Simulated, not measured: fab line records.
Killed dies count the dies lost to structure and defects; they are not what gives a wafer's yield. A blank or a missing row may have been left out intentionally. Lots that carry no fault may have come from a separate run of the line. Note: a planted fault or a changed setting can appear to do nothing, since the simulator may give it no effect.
fab line records :: flow berkeley-cmos170
record:
  lots: 5
  wafers: 23
route steps=331 shown M3@327
start-h: the number of hours between the record's first day and the start of the first shown wafer of the lot :: wait-h: time in hours since the lot's previous step :: " the same as in the row above :: L1.1+2: a row that stands for several wafers :: - no value present, or no start provided :: * or withheld: withheld :: < > ~ a bound
route shown NAME@n: NAME is a module with steps in the file, n the number in the route of the first one :: usual: mean and standard deviation over wafers with no fault :: same: alike in all rows :: chamber/n: place in a boat :: sites: each site's reading :: _std_site: standard deviation across them :: _edge_site: inner sites' mean taken away from outer sites' mean :: radius-mm: how far each site lies from the wafer's centre :: mask NAME#n: copy n :: behind: the most recent tool/chamber to have shaped the wafer :: hold: why the lot was held/for how many hours/how that ended :: device: the n, p or np transistor that did not switch :: end of line: the tests these same wafers got at the end of their route :: for a step that has no rows: nothing shown but its recipe :: killed: at the first sort, the dies lost to defects and structure; wafer yield is something else :: map: dies across one wafer; x = killed, . = not, _ = none there
set.NAME: the setting the step ran with; set.NAME@STEP: the setting that earlier step ran with :: model.NAME: the simulator's own value behind a step, which no gauge read
lots with deliberately changed settings; one table per step, one row per wafer
== steps ==
step: UCB170_M3_METAL_ETCH_18
recipe:
  chemistry: Cl2/BCl3
  target: Al
  stop-on: SiO2
  pressure-mtorr: 12
  target-depth-a: 11700
  over-etch-frac: 0.3
  time-s: 195
  icp-w: 600
  bias-w: 120
  Cl2_flow_sccm: 90
  bcl3-flow-sccm: 45
lot.wafer: L076.1
tool: rie-metal-04
chamber: 0
start-h: 174.09
wait-h: -
set.icp-w: 600
model.KrF_of_M3_COAT_10.thk-nm: 205.9

lot.wafer: L076.2
tool: rie-metal-04
chamber: 1
start-h: 174.09
wait-h: -
set.icp-w: 534.5
model.KrF_of_M3_COAT_10.thk-nm: 282.7

lot.wafer: L076.3
tool: rie-metal-04
chamber: 1
start-h: 174.09
wait-h: -
set.icp-w: 600
model.KrF_of_M3_COAT_10.thk-nm: 220.5

lot.wafer: L076.4
tool: rie-metal-04
chamber: 0
start-h: 174.09
wait-h: -
set.icp-w: 534.5
model.KrF_of_M3_COAT_10.thk-nm: 265.4

lot.wafer: L076.5
tool: rie-metal-04
chamber: 0
start-h: 174.09
wait-h: -
set.icp-w: 534.5
model.KrF_of_M3_COAT_10.thk-nm: 269.6

lot.wafer: L082.1
tool: rie-metal-01
chamber: 1
start-h: 195.94
wait-h: -
set.icp-w: 566.6
model.KrF_of_M3_COAT_10.thk-nm: 244.6

lot.wafer: L082.2
tool: rie-metal-01
chamber: 0
start-h: 195.94
wait-h: -
set.icp-w: 566.6
model.KrF_of_M3_COAT_10.thk-nm: 260.4

lot.wafer: L082.3
tool: rie-metal-01
chamber: 0
start-h: 195.94
wait-h: -
set.icp-w: 566.6
model.KrF_of_M3_COAT_10.thk-nm: 263.3

lot.wafer: L082.5
tool: rie-metal-01
chamber: 1
start-h: 195.94
wait-h: -
set.icp-w: 600
model.KrF_of_M3_COAT_10.thk-nm: 215

lot.wafer: L082.6
tool: rie-metal-01
chamber: 0
start-h: 195.94
wait-h: -
set.icp-w: 600
model.KrF_of_M3_COAT_10.thk-nm: 229.7

lot.wafer: L085.1
tool: rie-metal-04
chamber: 1
start-h: 219.12
wait-h: -
set.icp-w: 574.3
model.KrF_of_M3_COAT_10.thk-nm: 234.8

lot.wafer: L085.3
tool: rie-metal-04
chamber: 1
start-h: 219.12
wait-h: -
set.icp-w: 600
model.KrF_of_M3_COAT_10.thk-nm: 213.9

lot.wafer: L085.4
tool: rie-metal-04
chamber: 0
start-h: 219.12
wait-h: -
set.icp-w: 600
model.KrF_of_M3_COAT_10.thk-nm: 194.7

lot.wafer: L085.5
tool: rie-metal-04
chamber: 0
start-h: 219.12
wait-h: -
set.icp-w: 600
model.KrF_of_M3_COAT_10.thk-nm: 196.3

lot.wafer: L085.6
tool: rie-metal-04
chamber: 1
start-h: 219.12
wait-h: -
set.icp-w: 574.3
model.KrF_of_M3_COAT_10.thk-nm: 242.8

lot.wafer: L084.2
tool: rie-metal-03
chamber: 1
start-h: 219.39
wait-h: -
set.icp-w: 600
model.KrF_of_M3_COAT_10.thk-nm: 233.6

lot.wafer: L084.3
tool: rie-metal-03
chamber: 1
start-h: 219.39
wait-h: -
set.icp-w: 600
model.KrF_of_M3_COAT_10.thk-nm: 237.7

lot.wafer: L084.4
tool: rie-metal-03
chamber: 0
start-h: 219.39
wait-h: -
set.icp-w: 600
model.KrF_of_M3_COAT_10.thk-nm: 225.3

lot.wafer: L083.1
tool: rie-metal-04
chamber: 0
start-h: 222.21
wait-h: -
set.icp-w: 619.4
model.KrF_of_M3_COAT_10.thk-nm: 167.6

lot.wafer: L083.2
tool: rie-metal-04
chamber: 1
start-h: 222.21
wait-h: -
set.icp-w: 600
model.KrF_of_M3_COAT_10.thk-nm: 206.1

lot.wafer: L083.3
tool: rie-metal-04
chamber: 1
start-h: 222.21
wait-h: -
set.icp-w: 600
model.KrF_of_M3_COAT_10.thk-nm: 203.6

lot.wafer: L083.4
tool: rie-metal-04
chamber: 0
start-h: 222.21
wait-h: -
set.icp-w: 619.4
model.KrF_of_M3_COAT_10.thk-nm: 164.6

lot.wafer: L083.6
tool: rie-metal-04
chamber: 1
start-h: 222.21
wait-h: -
set.icp-w: 619.4
model.KrF_of_M3_COAT_10.thk-nm: 186.7
step: UCB170_M3_STRIP_19
recipe:
  chemistry: O2
  power-w: 400
  pressure-mtorr: 3500
  platen-temp-c: withheld
  o2-flow-sccm: 400
  overash-fraction: 0.5
usual:
  oes-product-au: 0.548/0.019
lot.wafer: L076.1
tool: plasma-asher-03
chamber: 0
start-h: 174.28
wait-h: 0.1
set.icp-w@M3_METAL_ETCH_18: 600
oes-product-au: 0.532

lot.wafer: L076.2
tool: plasma-asher-03
chamber: 1
start-h: 174.28
wait-h: 0.1
set.icp-w@M3_METAL_ETCH_18: 534.5
oes-product-au: 0.616

lot.wafer: L076.3
tool: plasma-asher-03
chamber: 1
start-h: 174.28
wait-h: 0.1
set.icp-w@M3_METAL_ETCH_18: 600
oes-product-au: 0.553

lot.wafer: L076.4
tool: plasma-asher-03
chamber: 0
start-h: 174.28
wait-h: 0.1
set.icp-w@M3_METAL_ETCH_18: 534.5
oes-product-au: 0.599

lot.wafer: L076.5
tool: plasma-asher-03
chamber: 0
start-h: 174.28
wait-h: 0.1
set.icp-w@M3_METAL_ETCH_18: 534.5
oes-product-au: 0.602

lot.wafer: L082.1
tool: plasma-asher-03
chamber: 0
start-h: 196.13
wait-h: 0.1
set.icp-w@M3_METAL_ETCH_18: 566.6
oes-product-au: 0.579

lot.wafer: L082.2
tool: plasma-asher-03
chamber: 1
start-h: 196.13
wait-h: 0.1
set.icp-w@M3_METAL_ETCH_18: 566.6
oes-product-au: 0.591

lot.wafer: L082.3
tool: plasma-asher-03
chamber: 1
start-h: 196.13
wait-h: 0.1
set.icp-w@M3_METAL_ETCH_18: 566.6
oes-product-au: 0.593

lot.wafer: L082.5
tool: plasma-asher-03
chamber: 1
start-h: 196.13
wait-h: 0.1
set.icp-w@M3_METAL_ETCH_18: 600
oes-product-au: 0.550

lot.wafer: L082.6
tool: plasma-asher-03
chamber: 0
start-h: 196.13
wait-h: 0.1
set.icp-w@M3_METAL_ETCH_18: 600
oes-product-au: 0.553

lot.wafer: L085.1
tool: plasma-asher-03
chamber: 1
start-h: 219.30
wait-h: 0.1
set.icp-w@M3_METAL_ETCH_18: 574.3
oes-product-au: 0.564

lot.wafer: L085.3
tool: plasma-asher-03
chamber: 1
start-h: 219.30
wait-h: 0.1
set.icp-w@M3_METAL_ETCH_18: 600
oes-product-au: 0.540

lot.wafer: L085.4
tool: plasma-asher-03
chamber: 0
start-h: 219.30
wait-h: 0.1
set.icp-w@M3_METAL_ETCH_18: 600
oes-product-au: 0.524

lot.wafer: L085.5
tool: plasma-asher-03
chamber: 1
start-h: 219.30
wait-h: 0.1
set.icp-w@M3_METAL_ETCH_18: 600
oes-product-au: 0.526

lot.wafer: L085.6
tool: plasma-asher-03
chamber: 0
start-h: 219.30
wait-h: 0.1
set.icp-w@M3_METAL_ETCH_18: 574.3
oes-product-au: 0.573

lot.wafer: L084.2
tool: plasma-asher-03
chamber: 1
start-h: 219.58
wait-h: 0.1
set.icp-w@M3_METAL_ETCH_18: 600
oes-product-au: 0.557

lot.wafer: L084.3
tool: plasma-asher-03
chamber: 0
start-h: 219.58
wait-h: 0.1
set.icp-w@M3_METAL_ETCH_18: 600
oes-product-au: 0.559

lot.wafer: L084.4
tool: plasma-asher-03
chamber: 1
start-h: 219.58
wait-h: 0.1
set.icp-w@M3_METAL_ETCH_18: 600
oes-product-au: 0.558

lot.wafer: L083.1
tool: plasma-asher-02
chamber: 1
start-h: 222.39
wait-h: 0.1
set.icp-w@M3_METAL_ETCH_18: 619.4
oes-product-au: 0.499

lot.wafer: L083.2
tool: plasma-asher-02
chamber: 0
start-h: 222.39
wait-h: 0.1
set.icp-w@M3_METAL_ETCH_18: 600
oes-product-au: 0.533

lot.wafer: L083.3
tool: plasma-asher-02
chamber: 1
start-h: 222.39
wait-h: 0.1
set.icp-w@M3_METAL_ETCH_18: 600
oes-product-au: 0.533

lot.wafer: L083.4
tool: plasma-asher-02
chamber: 0
start-h: 222.39
wait-h: 0.1
set.icp-w@M3_METAL_ETCH_18: 619.4
oes-product-au: 0.488

lot.wafer: L083.6
tool: plasma-asher-02
chamber: 1
start-h: 222.39
wait-h: 0.1
set.icp-w@M3_METAL_ETCH_18: 619.4
oes-product-au: 0.521
step: UCB170_M3_CD_MEAS_90
recipe:
  target-cd-nm: 700
usual:
  cd-nm: 702.5/2.6
lot.wafer: L076.1
tool: cd-sem-01
chamber: -
start-h: 174.38
wait-h: 0.1
set.dose-mj@M3_EXPOSE_12: 24.37
cd-nm: 714.9

lot.wafer: L076.2
tool: cd-sem-01
chamber: -
start-h: 174.38
wait-h: 0.1
set.dose-mj@M3_EXPOSE_12: 26
cd-nm: 708.9

lot.wafer: L076.3
tool: cd-sem-01
chamber: -
start-h: 174.38
wait-h: 0.1
set.dose-mj@M3_EXPOSE_12: 24.37
cd-nm: 717.0

lot.wafer: L076.4
tool: cd-sem-01
chamber: -
start-h: 174.38
wait-h: 0.1
set.dose-mj@M3_EXPOSE_12: 26
cd-nm: 706.5

lot.wafer: L076.5
tool: cd-sem-01
chamber: -
start-h: 174.38
wait-h: 0.1
set.dose-mj@M3_EXPOSE_12: 24.37
cd-nm: 719.5

lot.wafer: L082.1
tool: cd-sem-02
chamber: -
start-h: 196.23
wait-h: 0.1
set.dose-mj@M3_EXPOSE_12: 25.03
cd-nm: 712.6

lot.wafer: L082.2
tool: cd-sem-02
chamber: -
start-h: 196.23
wait-h: 0.1
set.dose-mj@M3_EXPOSE_12: 26
cd-nm: 707.3

lot.wafer: L082.3
tool: cd-sem-02
chamber: -
start-h: 196.23
wait-h: 0.1
set.dose-mj@M3_EXPOSE_12: 26
cd-nm: 705.7

lot.wafer: L082.5
tool: cd-sem-02
chamber: -
start-h: 196.23
wait-h: 0.1
set.dose-mj@M3_EXPOSE_12: 26
cd-nm: 699.3

lot.wafer: L082.6
tool: cd-sem-02
chamber: -
start-h: 196.23
wait-h: 0.1
set.dose-mj@M3_EXPOSE_12: 25.03
cd-nm: 710.1

lot.wafer: L085.1
tool: cd-sem-02
chamber: -
start-h: 219.40
wait-h: 0.1
set.dose-mj@M3_EXPOSE_12: 26
cd-nm: 707.9

lot.wafer: L085.3
tool: cd-sem-02
chamber: -
start-h: 219.40
wait-h: 0.1
set.dose-mj@M3_EXPOSE_12: 24.82
cd-nm: 714.9

lot.wafer: L085.4
tool: cd-sem-02
chamber: -
start-h: 219.40
wait-h: 0.1
set.dose-mj@M3_EXPOSE_12: 26
cd-nm: 705.9

lot.wafer: L085.5
tool: cd-sem-02
chamber: -
start-h: 219.40
wait-h: 0.1
set.dose-mj@M3_EXPOSE_12: 26
cd-nm: 702.3

lot.wafer: L085.6
tool: cd-sem-02
chamber: -
start-h: 219.40
wait-h: 0.1
set.dose-mj@M3_EXPOSE_12: 24.82
cd-nm: 717.2

lot.wafer: L084.2
tool: cd-sem-01
chamber: -
start-h: 219.70
wait-h: 0.1
set.dose-mj@M3_EXPOSE_12: 26
cd-nm: 698.0

lot.wafer: L084.3
tool: cd-sem-01
chamber: -
start-h: 219.70
wait-h: 0.1
set.dose-mj@M3_EXPOSE_12: 26
cd-nm: 700.8

lot.wafer: L084.4
tool: cd-sem-01
chamber: -
start-h: 219.70
wait-h: 0.1
set.dose-mj@M3_EXPOSE_12: 26
cd-nm: 700.5

lot.wafer: L083.1
tool: cd-sem-01
chamber: -
start-h: 222.49
wait-h: 0.1
set.dose-mj@M3_EXPOSE_12: 26
cd-nm: 697.5

lot.wafer: L083.2
tool: cd-sem-01
chamber: -
start-h: 222.49
wait-h: 0.1
set.dose-mj@M3_EXPOSE_12: 26
cd-nm: 699.1

lot.wafer: L083.3
tool: cd-sem-01
chamber: -
start-h: 222.49
wait-h: 0.1
set.dose-mj@M3_EXPOSE_12: 27.69
cd-nm: 688.7

lot.wafer: L083.4
tool: cd-sem-01
chamber: -
start-h: 222.49
wait-h: 0.1
set.dose-mj@M3_EXPOSE_12: 27.69
cd-nm: 687.0

lot.wafer: L083.6
tool: cd-sem-01
chamber: -
start-h: 222.49
wait-h: 0.1
set.dose-mj@M3_EXPOSE_12: 26
cd-nm: 700.9
== key ==
split:
  step: UCB170_M3_METAL_ETCH_18
  setting: icp-w
  stated: 600
  by: wafer
response:
  step: UCB170_M3_METAL_ETCH_18
  reading: model.KrF_of_M3_COAT_10.thk-nm
  change: -6.14
  per: 1%
  r: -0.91
response:
  step: UCB170_M3_STRIP_19
  reading: oes-product-au
  change: -0.00641
  per: 1%
  r: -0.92
split outside-this-file step=UCB170_M3_EXPOSE_12 setting=dose-mj
split outside-this-file: this setting was split too, and the file shows its column; the key of that split is in another file
